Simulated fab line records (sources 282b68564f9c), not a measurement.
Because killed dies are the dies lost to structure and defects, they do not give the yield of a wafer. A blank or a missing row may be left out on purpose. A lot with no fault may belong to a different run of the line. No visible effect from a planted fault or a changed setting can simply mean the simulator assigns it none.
fab line records || flow ritCmos
record: {"lots": 15, "wafers": 45, "lastDay": 7}
route steps=202 shown M1@200
lots untouched by any fault: they come from a run of this same line in which no faults occurred
startH: hours from the record's opening day to when the first of the lot's shown wafers began || waitH: hours from the lot's prior step to this one || " identical to the entry in the row above || L1.1+2: several wafers, shown together as one row || - no value present, or no start provided || * or withheld: withheld || < > ~ a bound
route shown NAME@n: NAME is a module with steps in the file, n the number in the route of the first one || usual: mean/standard deviation taken from wafers without a fault || same: alike in all rows || chamber/n: place in a boat || sites: per-site readings || _std_site: standard deviation across them || _edge_site: outer sites' mean less inner sites' || radiusMm: how far each site lies from the wafer's centre || mask NAME#n: copy n || behind: the last tool/chamber to shape the wafer || hold: cause of the lot's hold/its duration in hours/its outcome || device: the transistor (n, p or np) that didn't switch || end of line: at the end of the route, the tests of the same wafers || step lacking rows: just its recipe || killed: dies lost to structure and defects at the first sort, not the wafer's yield || map: dies across one wafer; x = killed, . = not, _ = none there
set.NAME: the setting the step ran with; set.NAME@STEP: the setting that earlier step ran with || model.NAME: the simulator's own value behind a step, which no gauge read
steps of the route over a sample of lots; a table a step, a row a wafer
== steps ==
step: RIT_M1_ANNEAL_15
recipe: {"tempC": 450, "timeS": 1800, "ambient": "forming_gas_H2N2"}
usual: {"spikeTcCentreC": "452.1/1", "spikeTcLoadC": "467.4/1", "spikeTcSourceC": "465.9/0.98", "tubeCenterTempC": "450.01/0.039", "tube_center_temp_C_max": "451.17/0.2", "zonePowerCentrePct": "20.92/0.19", "zonePowerLoadPct": "6.20/0.057", "zonePowerSourcePct": "6.14/0.06"}
{"lot.wafer": "L685.2", "tool": "furnace-02", "chamber": 0, "startH": 65.17, "waitH": 0.1, "spikeTcCentreC": 452.0, "spikeTcLoadC": 465.9, "spikeTcSourceC": 467.7, "tubeCenterTempC": 450, "tube_center_temp_C_max": 451.24, "zonePowerCentrePct": 21.08, "zonePowerLoadPct": 6.22, "zonePowerSourcePct": 6.15}
{"lot.wafer": "L685.3", "tool": "furnace-02", "chamber": 0, "startH": 65.17, "waitH": 0.1, "spikeTcCentreC": 453.4, "spikeTcLoadC": 466.2, "spikeTcSourceC": 465.2, "tubeCenterTempC": 449.96, "tube_center_temp_C_max": 451.00, "zonePowerCentrePct": 21.05, "zonePowerLoadPct": 6.07, "zonePowerSourcePct": 6.12}
{"lot.wafer": "L685.5", "tool": "furnace-02", "chamber": 0, "startH": 65.17, "waitH": 0.1, "spikeTcCentreC": 451.9, "spikeTcLoadC": 466.9, "spikeTcSourceC": 466.3, "tubeCenterTempC": 449.95, "tube_center_temp_C_max": 450.96, "zonePowerCentrePct": 21.15, "zonePowerLoadPct": 6.19, "zonePowerSourcePct": 6.20}
{"lot.wafer": "L687.2", "tool": "furnace-02", "chamber": 0, "startH": 71.02, "waitH": 0.1, "spikeTcCentreC": 448.7, "spikeTcLoadC": 466.5, "spikeTcSourceC": 465.4, "tubeCenterTempC": 450.01, "tube_center_temp_C_max": 451.21, "zonePowerCentrePct": 20.95, "zonePowerLoadPct": 6.23, "zonePowerSourcePct": 6.06}
{"lot.wafer": "L687.4", "tool": "furnace-02", "chamber": 0, "startH": 71.02, "waitH": 0.1, "spikeTcCentreC": 452.2, "spikeTcLoadC": 467.5, "spikeTcSourceC": 464.8, "tubeCenterTempC": 450.06, "tube_center_temp_C_max": 450.92, "zonePowerCentrePct": 20.96, "zonePowerLoadPct": 6.22, "zonePowerSourcePct": 6.20}
{"lot.wafer": "L687.5", "tool": "furnace-02", "chamber": 0, "startH": 71.02, "waitH": 0.1, "spikeTcCentreC": 453.5, "spikeTcLoadC": 468.2, "spikeTcSourceC": 467.3, "tubeCenterTempC": 449.97, "tube_center_temp_C_max": 451.05, "zonePowerCentrePct": 20.62, "zonePowerLoadPct": 6.18, "zonePowerSourcePct": 6.07}
{"lot.wafer": "L688.1", "tool": "furnace-02", "chamber": 0, "startH": 78.26, "waitH": 0.1, "spikeTcCentreC": 451.5, "spikeTcLoadC": 468.5, "spikeTcSourceC": 463.8, "tubeCenterTempC": 450.01, "tube_center_temp_C_max": 451.00, "zonePowerCentrePct": 20.81, "zonePowerLoadPct": 6.21, "zonePowerSourcePct": 6.17}
{"lot.wafer": "L688.3", "tool": "furnace-02", "chamber": 0, "startH": 78.26, "waitH": 0.1, "spikeTcCentreC": 452.5, "spikeTcLoadC": 467.5, "spikeTcSourceC": 465.9, "tubeCenterTempC": 449.94, "tube_center_temp_C_max": 451.01, "zonePowerCentrePct": 21.41, "zonePowerLoadPct": 6.17, "zonePowerSourcePct": 6.12}
{"lot.wafer": "L688.6", "tool": "furnace-02", "chamber": 0, "startH": 78.26, "waitH": 0.1, "spikeTcCentreC": 452.7, "spikeTcLoadC": 468.0, "spikeTcSourceC": 466.9, "tubeCenterTempC": 449.99, "tube_center_temp_C_max": 450.87, "zonePowerCentrePct": 21.09, "zonePowerLoadPct": 6.13, "zonePowerSourcePct": 6.14}
{"lot.wafer": "L690.1", "tool": "furnace-02", "chamber": 0, "startH": 86.86, "waitH": 0.1, "spikeTcCentreC": 452.9, "spikeTcLoadC": 467.3, "spikeTcSourceC": 466.5, "tubeCenterTempC": 450.07, "tube_center_temp_C_max": 451.35, "zonePowerCentrePct": 20.89, "zonePowerLoadPct": 6.05, "zonePowerSourcePct": 6.10}
{"lot.wafer": "L690.2", "tool": "furnace-02", "chamber": 0, "startH": 86.86, "waitH": 0.1, "spikeTcCentreC": 452.7, "spikeTcLoadC": 469.2, "spikeTcSourceC": 466.1, "tubeCenterTempC": 450.03, "tube_center_temp_C_max": 451.42, "zonePowerCentrePct": 21.20, "zonePowerLoadPct": 6.29, "zonePowerSourcePct": 6.11}
{"lot.wafer": "L690.4", "tool": "furnace-02", "chamber": 0, "startH": 86.86, "waitH": 0.1, "spikeTcCentreC": 451.2, "spikeTcLoadC": 467.1, "spikeTcSourceC": 466.4, "tubeCenterTempC": 449.94, "tube_center_temp_C_max": 450.99, "zonePowerCentrePct": 20.64, "zonePowerLoadPct": 6.18, "zonePowerSourcePct": 6.05}
{"lot.wafer": "L691.2", "tool": "furnace-02", "chamber": 0, "startH": 97.03, "waitH": 0.1, "spikeTcCentreC": 452.3, "spikeTcLoadC": 467.0, "spikeTcSourceC": 466.0, "tubeCenterTempC": 449.93, "tube_center_temp_C_max": 451.13, "zonePowerCentrePct": 20.94, "zonePowerLoadPct": 6.20, "zonePowerSourcePct": 6.14}
{"lot.wafer": "L691.3", "tool": "furnace-02", "chamber": 0, "startH": 97.03, "waitH": 0.1, "spikeTcCentreC": 451.4, "spikeTcLoadC": 468.5, "spikeTcSourceC": 465.3, "tubeCenterTempC": 449.95, "tube_center_temp_C_max": 451.14, "zonePowerCentrePct": 21.05, "zonePowerLoadPct": 6.19, "zonePowerSourcePct": 6.12}
{"lot.wafer": "L691.6", "tool": "furnace-02", "chamber": 0, "startH": 97.03, "waitH": 0.1, "spikeTcCentreC": 453.4, "spikeTcLoadC": 467.3, "spikeTcSourceC": 464.6, "tubeCenterTempC": 450.02, "tube_center_temp_C_max": 451.00, "zonePowerCentrePct": 20.78, "zonePowerLoadPct": 6.19, "zonePowerSourcePct": 6.06}
{"lot.wafer": "L692.1", "tool": "furnace-02", "chamber": 0, "startH": 100.06, "waitH": 0.1, "spikeTcCentreC": 451.9, "spikeTcLoadC": 469.4, "spikeTcSourceC": 465.1, "tubeCenterTempC": 450.03, "tube_center_temp_C_max": 451.24, "zonePowerCentrePct": 20.98, "zonePowerLoadPct": 6.22, "zonePowerSourcePct": 6.18}
{"lot.wafer": "L692.2", "tool": "furnace-02", "chamber": 0, "startH": 100.06, "waitH": 0.1, "spikeTcCentreC": 454.0, "spikeTcLoadC": 465.6, "spikeTcSourceC": 465.3, "tubeCenterTempC": 450.01, "tube_center_temp_C_max": 451.20, "zonePowerCentrePct": 21.05, "zonePowerLoadPct": 6.18, "zonePowerSourcePct": 6.26}
{"lot.wafer": "L692.3", "tool": "furnace-02", "chamber": 0, "startH": 100.06, "waitH": 0.1, "spikeTcCentreC": 452.8, "spikeTcLoadC": 466.7, "spikeTcSourceC": 464.4, "tubeCenterTempC": 450.04, "tube_center_temp_C_max": 451.28, "zonePowerCentrePct": 20.62, "zonePowerLoadPct": 6.18, "zonePowerSourcePct": 6.13}
{"lot.wafer": "L693.2", "tool": "furnace-02", "chamber": 0, "startH": 107.75, "waitH": 0.1, "spikeTcCentreC": 453.0, "spikeTcLoadC": 467.7, "spikeTcSourceC": 465.0, "tubeCenterTempC": 450.02, "tube_center_temp_C_max": 451.14, "zonePowerCentrePct": 20.88, "zonePowerLoadPct": 6.16, "zonePowerSourcePct": 6.14}
{"lot.wafer": "L693.5", "tool": "furnace-02", "chamber": 0, "startH": 107.75, "waitH": 0.1, "spikeTcCentreC": 451.8, "spikeTcLoadC": 467.0, "spikeTcSourceC": 464.7, "tubeCenterTempC": 450.02, "tube_center_temp_C_max": 451.10, "zonePowerCentrePct": 21.39, "zonePowerLoadPct": 6.19, "zonePowerSourcePct": 6.25}
{"lot.wafer": "L693.6", "tool": "furnace-02", "chamber": 0, "startH": 107.75, "waitH": 0.1, "spikeTcCentreC": 453.2, "spikeTcLoadC": 467.6, "spikeTcSourceC": 464.7, "tubeCenterTempC": 449.99, "tube_center_temp_C_max": 450.99, "zonePowerCentrePct": 20.83, "zonePowerLoadPct": 6.12, "zonePowerSourcePct": 6.13}
{"lot.wafer": "L694.1", "tool": "furnace-02", "chamber": 0, "startH": 112.90, "waitH": 0.1, "spikeTcCentreC": 450.6, "spikeTcLoadC": 466.9, "spikeTcSourceC": 467.6, "tubeCenterTempC": 450.07, "tube_center_temp_C_max": 451.14, "zonePowerCentrePct": 21.10, "zonePowerLoadPct": 6.11, "zonePowerSourcePct": 6.02}
{"lot.wafer": "L694.3", "tool": "furnace-02", "chamber": 0, "startH": 112.90, "waitH": 0.1, "spikeTcCentreC": 453.3, "spikeTcLoadC": 466.9, "spikeTcSourceC": 466.9, "tubeCenterTempC": 450.06, "tube_center_temp_C_max": 451.43, "zonePowerCentrePct": 20.86, "zonePowerLoadPct": 6.20, "zonePowerSourcePct": 6.12}
{"lot.wafer": "L694.5", "tool": "furnace-02", "chamber": 0, "startH": 112.90, "waitH": 0.1, "spikeTcCentreC": 450.5, "spikeTcLoadC": 468.2, "spikeTcSourceC": 465.4, "tubeCenterTempC": 449.96, "tube_center_temp_C_max": 451.11, "zonePowerCentrePct": 20.81, "zonePowerLoadPct": 6.19, "zonePowerSourcePct": 6.18}
{"lot.wafer": "L695.1", "tool": "furnace-02", "chamber": 0, "startH": 115.61, "waitH": 0.1, "spikeTcCentreC": 453.4, "spikeTcLoadC": 465.8, "spikeTcSourceC": 465.2, "tubeCenterTempC": 449.96, "tube_center_temp_C_max": 451.15, "zonePowerCentrePct": 21.04, "zonePowerLoadPct": 6.33, "zonePowerSourcePct": 6.14}
{"lot.wafer": "L695.2", "tool": "furnace-02", "chamber": 0, "startH": 115.61, "waitH": 0.1, "spikeTcCentreC": 452.7, "spikeTcLoadC": 468.5, "spikeTcSourceC": 464.9, "tubeCenterTempC": 449.96, "tube_center_temp_C_max": 451.35, "zonePowerCentrePct": 21.01, "zonePowerLoadPct": 6.20, "zonePowerSourcePct": 6.03}
{"lot.wafer": "L695.5", "tool": "furnace-02", "chamber": 0, "startH": 115.61, "waitH": 0.1, "spikeTcCentreC": 453.1, "spikeTcLoadC": 467.8, "spikeTcSourceC": 466.0, "tubeCenterTempC": 449.96, "tube_center_temp_C_max": 451.81, "zonePowerCentrePct": 20.90, "zonePowerLoadPct": 6.22, "zonePowerSourcePct": 6.10}
{"lot.wafer": "L696.4", "tool": "furnace-02", "chamber": 0, "startH": 120.42, "waitH": 0.0, "spikeTcCentreC": 451.6, "spikeTcLoadC": 468.8, "spikeTcSourceC": 466.6, "tubeCenterTempC": 450.03, "tube_center_temp_C_max": 451.26, "zonePowerCentrePct": 20.79, "zonePowerLoadPct": 6.24, "zonePowerSourcePct": 6.10}
{"lot.wafer": "L696.5", "tool": "furnace-02", "chamber": 0, "startH": 120.42, "waitH": 0.0, "spikeTcCentreC": 452.3, "spikeTcLoadC": 466.8, "spikeTcSourceC": 467.0, "tubeCenterTempC": 449.95, "tube_center_temp_C_max": 451.45, "zonePowerCentrePct": 21.00, "zonePowerLoadPct": 6.25, "zonePowerSourcePct": 6.21}
{"lot.wafer": "L696.6", "tool": "furnace-02", "chamber": 0, "startH": 120.42, "waitH": 0.0, "spikeTcCentreC": 452.8, "spikeTcLoadC": 466.3, "spikeTcSourceC": 466.2, "tubeCenterTempC": 450.01, "tube_center_temp_C_max": 451.70, "zonePowerCentrePct": 20.72, "zonePowerLoadPct": 6.26, "zonePowerSourcePct": 6.12}
{"lot.wafer": "L698.4", "tool": "furnace-02", "chamber": 0, "startH": 131.59, "waitH": 0.0, "spikeTcCentreC": 454.3, "spikeTcLoadC": 468.5, "spikeTcSourceC": 465.3, "tubeCenterTempC": 449.95, "tube_center_temp_C_max": 450.76, "zonePowerCentrePct": 20.66, "zonePowerLoadPct": 6.14, "zonePowerSourcePct": 6.20}
{"lot.wafer": "L698.5", "tool": "furnace-02", "chamber": 0, "startH": 131.59, "waitH": 0.0, "spikeTcCentreC": 450.5, "spikeTcLoadC": 467.6, "spikeTcSourceC": 464.9, "tubeCenterTempC": 450.06, "tube_center_temp_C_max": 451.01, "zonePowerCentrePct": 20.91, "zonePowerLoadPct": 6.21, "zonePowerSourcePct": 6.17}
{"lot.wafer": "L698.6", "tool": "furnace-02", "chamber": 0, "startH": 131.59, "waitH": 0.0, "spikeTcCentreC": 451.4, "spikeTcLoadC": 466.2, "spikeTcSourceC": 466.2, "tubeCenterTempC": 450.03, "tube_center_temp_C_max": 451.11, "zonePowerCentrePct": 20.97, "zonePowerLoadPct": 6.24, "zonePowerSourcePct": 6.06}
{"lot.wafer": "L699.2", "tool": "furnace-02", "chamber": 0, "startH": 133.79, "waitH": 0.1, "spikeTcCentreC": 452.7, "spikeTcLoadC": 467.4, "spikeTcSourceC": 465.0, "tubeCenterTempC": 449.97, "tube_center_temp_C_max": 451.00, "zonePowerCentrePct": 21.10, "zonePowerLoadPct": 6.26, "zonePowerSourcePct": 6.13}
{"lot.wafer": "L699.3", "tool": "furnace-02", "chamber": 0, "startH": 133.79, "waitH": 0.1, "spikeTcCentreC": 451.8, "spikeTcLoadC": 467.2, "spikeTcSourceC": 466.6, "tubeCenterTempC": 450, "tube_center_temp_C_max": 450.85, "zonePowerCentrePct": 20.82, "zonePowerLoadPct": 6.18, "zonePowerSourcePct": 6.12}
{"lot.wafer": "L699.5", "tool": "furnace-02", "chamber": 0, "startH": 133.79, "waitH": 0.1, "spikeTcCentreC": 451.2, "spikeTcLoadC": 465.5, "spikeTcSourceC": 464.8, "tubeCenterTempC": 450.01, "tube_center_temp_C_max": 451.27, "zonePowerCentrePct": 21.01, "zonePowerLoadPct": 6.16, "zonePowerSourcePct": 6.08}
{"lot.wafer": "L703.2", "tool": "furnace-02", "chamber": 0, "startH": 152.92, "waitH": 0.1, "spikeTcCentreC": 423.2, "spikeTcLoadC": 437.0, "spikeTcSourceC": 436.7, "tubeCenterTempC": 420.01, "tube_center_temp_C_max": 421.48, "zonePowerCentrePct": 19.42, "zonePowerLoadPct": 5.55, "zonePowerSourcePct": 5.48}
{"lot.wafer": "L703.4", "tool": "furnace-02", "chamber": 0, "startH": 152.92, "waitH": 0.1, "spikeTcCentreC": 421.5, "spikeTcLoadC": 435.4, "spikeTcSourceC": 435.1, "tubeCenterTempC": 420.01, "tube_center_temp_C_max": 421.24, "zonePowerCentrePct": 19.48, "zonePowerLoadPct": 5.51, "zonePowerSourcePct": 5.37}
{"lot.wafer": "L703.5", "tool": "furnace-02", "chamber": 0, "startH": 152.92, "waitH": 0.1, "spikeTcCentreC": 420.6, "spikeTcLoadC": 436.8, "spikeTcSourceC": 433.7, "tubeCenterTempC": 419.99, "tube_center_temp_C_max": 420.99, "zonePowerCentrePct": 19.29, "zonePowerLoadPct": 5.47, "zonePowerSourcePct": 5.45}
{"lot.wafer": "L704.1", "tool": "furnace-02", "chamber": 0, "startH": 159.31, "waitH": 0.1, "spikeTcCentreC": 422.2, "spikeTcLoadC": 435.4, "spikeTcSourceC": 435.1, "tubeCenterTempC": 420.1, "tube_center_temp_C_max": 421.39, "zonePowerCentrePct": 19.50, "zonePowerLoadPct": 5.44, "zonePowerSourcePct": 5.44}
{"lot.wafer": "L704.5", "tool": "furnace-02", "chamber": 0, "startH": 159.31, "waitH": 0.1, "spikeTcCentreC": 422.5, "spikeTcLoadC": 438.5, "spikeTcSourceC": 436.4, "tubeCenterTempC": 420.05, "tube_center_temp_C_max": 421.29, "zonePowerCentrePct": 19.38, "zonePowerLoadPct": 5.55, "zonePowerSourcePct": 5.53}
{"lot.wafer": "L704.6", "tool": "furnace-02", "chamber": 0, "startH": 159.31, "waitH": 0.1, "spikeTcCentreC": 422.3, "spikeTcLoadC": 437.6, "spikeTcSourceC": 434.4, "tubeCenterTempC": 420.03, "tube_center_temp_C_max": 421.05, "zonePowerCentrePct": 19.30, "zonePowerLoadPct": 5.54, "zonePowerSourcePct": 5.44}
{"lot.wafer": "L705.1", "tool": "furnace-02", "chamber": 0, "startH": 164.32, "waitH": 0.1, "spikeTcCentreC": 422.7, "spikeTcLoadC": 435.4, "spikeTcSourceC": 435.3, "tubeCenterTempC": 419.98, "tube_center_temp_C_max": 420.96, "zonePowerCentrePct": 19.28, "zonePowerLoadPct": 5.58, "zonePowerSourcePct": 5.56}
{"lot.wafer": "L705.2", "tool": "furnace-02", "chamber": 0, "startH": 164.32, "waitH": 0.1, "spikeTcCentreC": 421.9, "spikeTcLoadC": 437.7, "spikeTcSourceC": 435.4, "tubeCenterTempC": 419.97, "tube_center_temp_C_max": 421.13, "zonePowerCentrePct": 19.36, "zonePowerLoadPct": 5.50, "zonePowerSourcePct": 5.49}
{"lot.wafer": "L705.5", "tool": "furnace-02", "chamber": 0, "startH": 164.32, "waitH": 0.1, "spikeTcCentreC": 421.8, "spikeTcLoadC": 437.4, "spikeTcSourceC": 435.2, "tubeCenterTempC": 420, "tube_center_temp_C_max": 421.11, "zonePowerCentrePct": 19.26, "zonePowerLoadPct": 5.51, "zonePowerSourcePct": 5.47}
step: RIT_M1_PROBE_99
usual: {"defectLimitedYield": "97.4/1.1", "killedAtContacts": "0.1/0.3", "killedAtFrontEnd": "6.9/2.9", "killedDies": "7.0/2.9", "killedOpen": "3.3/2", "killedShort": "3.7/2", "sort_bin_3_pad_short": "0.1/0.22", "sort_bin_5_function": "1.5/0.81", "sort_bin_6_memory": "1.0/0.64", "sortNPass": "257.0/2.9", "sortYieldPct": "97.4/1.1"}
same: {"grossDies": 264, "killed_at_M0_to_M3": 0, "killed_at_M4_up": 0, "killedAtBackSide": 0, "killedAtOther": 0}
{"lot.wafer": "L695.1", "tool": "prober-01", "chamber": "-", "startH": 117.23, "waitH": 0.1, "defectLimitedYield[%]": 97.7, "killedAtContacts": 0, "killedAtFrontEnd": 6, "killedDies": 6, "killedOpen": 3, "killedShort": 3, "sort_bin_3_pad_short[%]": 0, "sort_bin_5_function[%]": 1.9, "sort_bin_6_memory[%]": 0.4, "sortNPass": 258.0, "sortYieldPct[%]": 97.7}
{"lot.wafer": "L695.2", "tool": "prober-01", "chamber": "-", "startH": 117.28, "waitH": 0.1, "defectLimitedYield[%]": 97.7, "killedAtContacts": 0, "killedAtFrontEnd": 6, "killedDies": 6, "killedOpen": 4, "killedShort": 2, "sort_bin_3_pad_short[%]": 0, "sort_bin_5_function[%]": 1.5, "sort_bin_6_memory[%]": 0.8, "sortNPass": 258.0, "sortYieldPct[%]": 97.7}
{"lot.wafer": "L695.5", "tool": "prober-01", "chamber": "-", "startH": 117.43, "waitH": 0.2, "defectLimitedYield[%]": 95.8, "killedAtContacts": 0, "killedAtFrontEnd": 11, "killedDies": 11, "killedOpen": 5, "killedShort": 6, "sort_bin_3_pad_short[%]": 0, "sort_bin_5_function[%]": 1.9, "sort_bin_6_memory[%]": 2.3, "sortNPass": 253.0, "sortYieldPct[%]": 95.8}
{"lot.wafer": "L696.4", "tool": "prober-02", "chamber": "-", "startH": 122.19, "waitH": 0.2, "defectLimitedYield[%]": 97.0, "killedAtContacts": 0, "killedAtFrontEnd": 8, "killedDies": 8, "killedOpen": 2, "killedShort": 6, "sort_bin_3_pad_short[%]": 0.4, "sort_bin_5_function[%]": 1.9, "sort_bin_6_memory[%]": 0.8, "sortNPass": 256.0, "sortYieldPct[%]": 97.0}
{"lot.wafer": "L696.5", "tool": "prober-02", "chamber": "-", "startH": 122.24, "waitH": 0.2, "defectLimitedYield[%]": 96.6, "killedAtContacts": 0, "killedAtFrontEnd": 9, "killedDies": 9, "killedOpen": 3, "killedShort": 6, "sort_bin_3_pad_short[%]": 0, "sort_bin_5_function[%]": 1.9, "sort_bin_6_memory[%]": 1.5, "sortNPass": 255.0, "sortYieldPct[%]": 96.6}
{"lot.wafer": "L696.6", "tool": "prober-02", "chamber": "-", "startH": 122.29, "waitH": 0.2, "defectLimitedYield[%]": 96.2, "killedAtContacts": 0, "killedAtFrontEnd": 10, "killedDies": 10, "killedOpen": 3, "killedShort": 7, "sort_bin_3_pad_short[%]": 0, "sort_bin_5_function[%]": 2.3, "sort_bin_6_memory[%]": 1.5, "sortNPass": 254.0, "sortYieldPct[%]": 96.2}
{"lot.wafer": "L698.4", "tool": "prober-02", "chamber": "-", "startH": 133.36, "waitH": 0.2, "defectLimitedYield[%]": 96.6, "killedAtContacts": 0, "killedAtFrontEnd": 9, "killedDies": 9, "killedOpen": 6, "killedShort": 3, "sort_bin_3_pad_short[%]": 0, "sort_bin_5_function[%]": 1.9, "sort_bin_6_memory[%]": 1.5, "sortNPass": 255.0, "sortYieldPct[%]": 96.6}
{"lot.wafer": "L698.5", "tool": "prober-02", "chamber": "-", "startH": 133.41, "waitH": 0.2, "defectLimitedYield[%]": 97.0, "killedAtContacts": 0, "killedAtFrontEnd": 8, "killedDies": 8, "killedOpen": 5, "killedShort": 3, "sort_bin_3_pad_short[%]": 0, "sort_bin_5_function[%]": 3.0, "sort_bin_6_memory[%]": 0, "sortNPass": 256.0, "sortYieldPct[%]": 97.0}
{"lot.wafer": "L698.6", "tool": "prober-02", "chamber": "-", "startH": 133.46, "waitH": 0.2, "defectLimitedYield[%]": 97.0, "killedAtContacts": 0, "killedAtFrontEnd": 8, "killedDies": 8, "killedOpen": 4, "killedShort": 4, "sort_bin_3_pad_short[%]": 0.4, "sort_bin_5_function[%]": 1.9, "sort_bin_6_memory[%]": 0.8, "sortNPass": 256.0, "sortYieldPct[%]": 97.0}
{"lot.wafer": "L699.2", "tool": "prober-01", "chamber": "-", "startH": 135.46, "waitH": 0.1, "defectLimitedYield[%]": 99.2, "killedAtContacts": 0, "killedAtFrontEnd": 2, "killedDies": 2, "killedOpen": 1, "killedShort": 1, "sort_bin_3_pad_short[%]": 0, "sort_bin_5_function[%]": 0.4, "sort_bin_6_memory[%]": 0.4, "sortNPass": 262.0, "sortYieldPct[%]": 99.2}
{"lot.wafer": "L699.3", "tool": "prober-01", "chamber": "-", "startH": 135.51, "waitH": 0.2, "defectLimitedYield[%]": 97.3, "killedAtContacts": 0, "killedAtFrontEnd": 7, "killedDies": 7, "killedOpen": 1, "killedShort": 6, "sort_bin_3_pad_short[%]": 0.4, "sort_bin_5_function[%]": 0.8, "sort_bin_6_memory[%]": 1.5, "sortNPass": 257.0, "sortYieldPct[%]": 97.3}
{"lot.wafer": "L699.5", "tool": "prober-01", "chamber": "-", "startH": 135.61, "waitH": 0.2, "defectLimitedYield[%]": 97.7, "killedAtContacts": 0, "killedAtFrontEnd": 6, "killedDies": 6, "killedOpen": 3, "killedShort": 3, "sort_bin_3_pad_short[%]": 0, "sort_bin_5_function[%]": 0.8, "sort_bin_6_memory[%]": 1.5, "sortNPass": 258.0, "sortYieldPct[%]": 97.7}
{"lot.wafer": "L703.2", "tool": "prober-01", "chamber": "-", "startH": 154.59, "waitH": 0.1, "defectLimitedYield[%]": 99.2, "killedAtContacts": 0, "killedAtFrontEnd": 2, "killedDies": 2, "killedOpen": 1, "killedShort": 1, "sort_bin_3_pad_short[%]": 0, "sort_bin_5_function[%]": 0.4, "sort_bin_6_memory[%]": 0.4, "sortNPass": 262.0, "sortYieldPct[%]": 99.2}
{"lot.wafer": "L703.4", "tool": "prober-01", "chamber": "-", "startH": 154.69, "waitH": 0.2, "defectLimitedYield[%]": 96.6, "killedAtContacts": 0, "killedAtFrontEnd": 9, "killedDies": 9, "killedOpen": 2, "killedShort": 7, "sort_bin_3_pad_short[%]": 0, "sort_bin_5_function[%]": 1.1, "sort_bin_6_memory[%]": 2.3, "sortNPass": 255.0, "sortYieldPct[%]": 96.6}
{"lot.wafer": "L703.5", "tool": "prober-01", "chamber": "-", "startH": 154.74, "waitH": 0.2, "defectLimitedYield[%]": 97.3, "killedAtContacts": 0, "killedAtFrontEnd": 7, "killedDies": 7, "killedOpen": 4, "killedShort": 3, "sort_bin_3_pad_short[%]": 0, "sort_bin_5_function[%]": 1.5, "sort_bin_6_memory[%]": 1.1, "sortNPass": 257.0, "sortYieldPct[%]": 97.3}
killed by level:class
L695.1 REOX:geometricParticle:short=2 FOX1:geometricParticle:open=1 FOX2:geometricParticle:short=1 GATE:geometricParticle:open=1 REOX:geometricParticle:open=1
L695.2 GATE:geometricParticle:open=2 REOX:geometricParticle:open=1 REOX:geometricParticle:short=1 SPACER:geometricParticle:short=1 SILICIDE:geometricParticle:open=1
L695.5 FOX1:geometricParticle:short=2 GATE:geometricParticle:open=2 FOX2:geometricParticle:open=1 GATE:geometricParticle:short=1 REOX:geometricParticle:open=1 REOX:geometricParticle:short=1 SPACER:geometricParticle:short=1 SPACER:geometricParticle:open=1
L696.4 FOX1:geometricParticle:short=2 GATE:geometricParticle:short=2 SILICIDE:geometricParticle:short=2 SILICIDE:geometricParticle:open=2
L696.5 FOX1:geometricParticle:short=2 FOX2:geometricParticle:short=2 FOX1:geometricParticle:open=1 GATE:geometricParticle:open=1 GATE:geometricParticle:short=1 REOX:geometricParticle:short=1 SPACER:geometricParticle:open=1
L696.6 REOX:geometricParticle:short=3 FOX1:geometricParticle:short=2 GATE:geometricParticle:short=2 FOX1:geometricParticle:open=1 GATE:geometricParticle:open=1 REOX:geometricParticle:open=1
L698.4 FOX2:geometricParticle:open=2 GATE:geometricParticle:short=2 SILICIDE:geometricParticle:open=2 REOX:geometricParticle:open=1 REOX:geometricParticle:short=1 SPACER:geometricParticle:open=1
L698.5 FOX1:geometricParticle:open=3 ACTIVE:geometricParticle:short=1 GATE:geometricParticle:short=1 REOX:geometricParticle:short=1 REOX:geometricParticle:open=1 SILICIDE:geometricParticle:open=1
L698.6 FOX2:geometricParticle:open=2 FOX1:geometricParticle:short=1 FOX1:geometricParticle:open=1 GATE:geometricParticle:short=1 REOX:geometricParticle:short=1 SPACER:geometricParticle:short=1 SILICIDE:geometricParticle:open=1
L699.2 FOX1:geometricParticle:short=1 FOX1:geometricParticle:open=1
L699.3 GATE:geometricParticle:short=3 FOX2:geometricParticle:short=1 GATE:geometricParticle:open=1 REOX:geometricParticle:short=1 SPACER:geometricParticle:short=1
L699.5 SILICIDE:geometricParticle:short=2 GATE:geometricParticle:open=1 REOX:geometricParticle:open=1 REOX:geometricParticle:short=1 SILICIDE:geometricParticle:open=1
L703.2 GATE:geometricParticle:open=1 GATE:geometricParticle:short=1
L703.4 SILICIDE:geometricParticle:short=3 FOX2:geometricParticle:short=2 GATE:geometricParticle:short=2 GATE:geometricParticle:open=1 SPACER:geometricParticle:open=1
L703.5 GATE:geometricParticle:short=2 GATE:geometricParticle:open=2 FOX1:geometricParticle:short=1 REOX:geometricParticle:open=1 SILICIDE:geometricParticle:open=1
== key ==
firstSign: {"step": "RIT_M1_ANNEAL_15", "reading": "tubeCenterTempC", "direction": "down", "sigmas": "99+", "usual": "*", "struck": "*"}
effect: {"step": "RIT_M1_ANNEAL_15", "reading": "tube_center_temp_C_max", "direction": "down", "sigmas": "99+", "usual": "*", "struck": "*"}
metAt RIT_M1_ANNEAL_15
struckLots L703,L704,L705
onsetBetween 133.79 152.92
fault: {"kind": "processParameterDrift", "tool": "furnace-02", "chamber": "-", "onsetH": 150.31, "steps": "RIT_M1_ANNEAL_15", "channel": "tempC", "offset": "*", "shape": "step", "endH": 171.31, "stated": "*"}
